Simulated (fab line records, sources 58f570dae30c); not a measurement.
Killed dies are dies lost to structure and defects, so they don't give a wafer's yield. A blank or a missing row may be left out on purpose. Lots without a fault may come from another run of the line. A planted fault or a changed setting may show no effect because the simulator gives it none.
Tool commonality check | flow berkeley_cmos170 | 13 lots, 39 wafers sampled

WHY IT WAS OPENED
At UCB170_PFIELD_TW_MEAS_09 the reading PFIELD_TW is flagged on 1 of 13 lots. Wafers without a fault read 600, standard deviation 4.1.
Rule: a lot is flagged when every wafer of it that has a number lies more than 4 standard deviations from that mean, or none has a number. The other lots count as sound.

lot  | measured    | on            | PFIELD_TW, wafer by wafer | flag
L146 | day 5 01:30 | film_metro-03 | 592 595 596               |
L147 | day 5 01:47 | film_metro-01 | 600 598 601               |
L149 | day 5 05:25 | film_metro-01 | 603 597 599               |
L151 | day 5 15:30 | film_metro-04 | 600 605 604               |
L150 | day 5 15:46 | film_metro-04 | 606 599 602               |
L152 | day 5 22:26 | film_metro-04 | 600 602 599               |
L153 | day 5 22:32 | film_metro-01 | 599 598 602               |
L154 | day 6 18:03 | film_metro-04 | 30 30 30                  | FLAGGED
L155 | day 6 18:25 | film_metro-04 | 603 604 605               |
L156 | day 6 20:02 | film_metro-04 | 604 601 604               |
L164 | day 8 04:22 | film_metro-01 | 602 598 598               |
L165 | day 8 05:10 | film_metro-01 | 599 599 597               |
L167 | day 8 15:33 | film_metro-03 | 597 594 598               |
The numbers of the flagged lots are 30 on average: -570 against the usual, or -99 or more standard deviations.

WHICH TOOL RAN EACH LOT
The record holds 3 process steps before the reading, out of a route of 331 steps. In each cell: the tool, then ch and the chambers that the sampled wafers went through, then the start.
lot  | flag    | UCB170_ACTIVE_ETCH_15             | UCB170_ACTIVE_STRIP_16              | UCB170_PFIELD_EXPOSE_03
L146 |         | rie_diel-01 ch 0,1,2, day 4 21:55 | plasma_asher-04 ch 0,1, day 4 22:01 | krf_scanner-01 ch 0, day 4 23:52
L147 |         | rie_diel-03 ch 0,2,3, day 4 21:50 | plasma_asher-01 ch 0,1, day 4 21:56 | krf_scanner-02 ch 0, day 5 00:12
L149 |         | rie_diel-03 ch 0,2,3, day 5 03:41 | plasma_asher-04 ch 0,1, day 5 03:47 | krf_scanner-02 ch 0, day 5 04:41
L151 |         | rie_diel-01 ch 1,2,3, day 5 11:03 | plasma_asher-02 ch 0,1, day 5 11:09 | krf_scanner-02 ch 0, day 5 14:29
L150 |         | rie_diel-02 ch 1,2,3, day 5 11:18 | plasma_asher-01 ch 0,1, day 5 11:24 | krf_scanner-01 ch 0, day 5 14:44
L152 |         | rie_diel-01 ch 0,3, day 5 18:29   | plasma_asher-04 ch 0,1, day 5 18:37 | krf_scanner-01 ch 0, day 5 21:35
L153 |         | rie_diel-03 ch 0,2, day 5 18:43   | plasma_asher-02 ch 1, day 5 18:49   | krf_scanner-02 ch 0, day 5 21:48
L154 | FLAGGED | rie_diel-02 ch 2,3, day 6 12:22   | plasma_asher-01 ch 0,1, day 6 12:28 | krf_scanner-02 ch 0, day 6 16:46
L155 |         | rie_diel-03 ch 1,2,3, day 6 13:14 | plasma_asher-04 ch 0,1, day 6 13:20 | krf_scanner-01 ch 0, day 6 17:02
L156 |         | rie_diel-03 ch 0,1,3, day 6 16:28 | plasma_asher-01 ch 0,1, day 6 16:34 | krf_scanner-02 ch 0, day 6 18:31
L164 |         | rie_diel-02 ch 0,1,3, day 8 02:04 | plasma_asher-01 ch 0,1, day 8 02:10 | krf_scanner-02 ch 0, day 8 03:29
L165 |         | rie_diel-01 ch 3, day 8 02:08     | plasma_asher-02 ch 0,1, day 8 02:17 | krf_scanner-02 ch 0, day 8 04:09
L167 |         | rie_diel-02 ch 0,2,3, day 8 13:46 | plasma_asher-01 ch 0,1, day 8 13:52 | krf_scanner-02 ch 0, day 8 14:52
What these steps do:
- UCB170_ACTIVE_ETCH_15: etches Si3N4 in CH3F/Ar/O2, stops on SiO2, target depth 242 nm, time 151 s.
- UCB170_ACTIVE_STRIP_16: strips in O2.
- UCB170_PFIELD_EXPOSE_03: exposes mask PFIELD, target cd 1500 nm.
- UCB170_PFIELD_TW_MEAS_09

FLAGGED OVER TOTAL, TOOL BY TOOL (the gauges that took the reading come last)
step                     | tool            | lots run | flagged | share of the flagged lots | sound lots run after its first flagged lot
UCB170_ACTIVE_ETCH_15    | rie_diel-01     | 4        | 0       | none                      | -
UCB170_ACTIVE_ETCH_15    | rie_diel-02     | 4        | 1       | all                       | 2 (L164,L167)
UCB170_ACTIVE_ETCH_15    | rie_diel-03     | 5        | 0       | none                      | -
UCB170_ACTIVE_STRIP_16   | plasma_asher-01 | 6        | 1       | all                       | 3 (L156,L164,L167)
UCB170_ACTIVE_STRIP_16   | plasma_asher-02 | 3        | 0       | none                      | -
UCB170_ACTIVE_STRIP_16   | plasma_asher-04 | 4        | 0       | none                      | -
UCB170_PFIELD_EXPOSE_03  | krf_scanner-01  | 4        | 0       | none                      | -
UCB170_PFIELD_EXPOSE_03  | krf_scanner-02  | 9        | 1       | all                       | 4 (L156,L164,L165,L167)
UCB170_PFIELD_TW_MEAS_09 | film_metro-01   | 5        | 0       | none                      | -
UCB170_PFIELD_TW_MEAS_09 | film_metro-03   | 2        | 0       | none                      | -
UCB170_PFIELD_TW_MEAS_09 | film_metro-04   | 6        | 1       | all                       | 2 (L155,L156)

WHAT THE TABLE ALLOWS
4 rows of the table ran every flagged lot: rie_diel-02 at UCB170_ACTIVE_ETCH_15, plasma_asher-01 at UCB170_ACTIVE_STRIP_16, krf_scanner-02 at UCB170_PFIELD_EXPOSE_03, film_metro-04 at UCB170_PFIELD_TW_MEAS_09.
- rie_diel-02 at UCB170_ACTIVE_ETCH_15: 1 of its 4 lots flagged. Sound lots ran on it after the first flagged one (L164, L167), which a lasting fault on the whole tool wouldn't allow.
- plasma_asher-01 at UCB170_ACTIVE_STRIP_16: 1 of its 6 lots flagged. Sound lots ran on it after the first flagged one (L156, L164, L167), which a lasting fault on the whole tool wouldn't allow.
- krf_scanner-02 at UCB170_PFIELD_EXPOSE_03: 1 of its 9 lots flagged. Sound lots ran on it after the first flagged one (L156, L164, L165, L167), which a lasting fault on the whole tool wouldn't allow.
- film_metro-04 at UCB170_PFIELD_TW_MEAS_09: 1 of its 6 lots flagged. Sound lots ran on it after the first flagged one (L155, L156), which a lasting fault on the whole tool wouldn't allow.
No row of the table ran every flagged lot and no sound lot after the first.

WHAT THE SIMULATOR HAD PUT IN
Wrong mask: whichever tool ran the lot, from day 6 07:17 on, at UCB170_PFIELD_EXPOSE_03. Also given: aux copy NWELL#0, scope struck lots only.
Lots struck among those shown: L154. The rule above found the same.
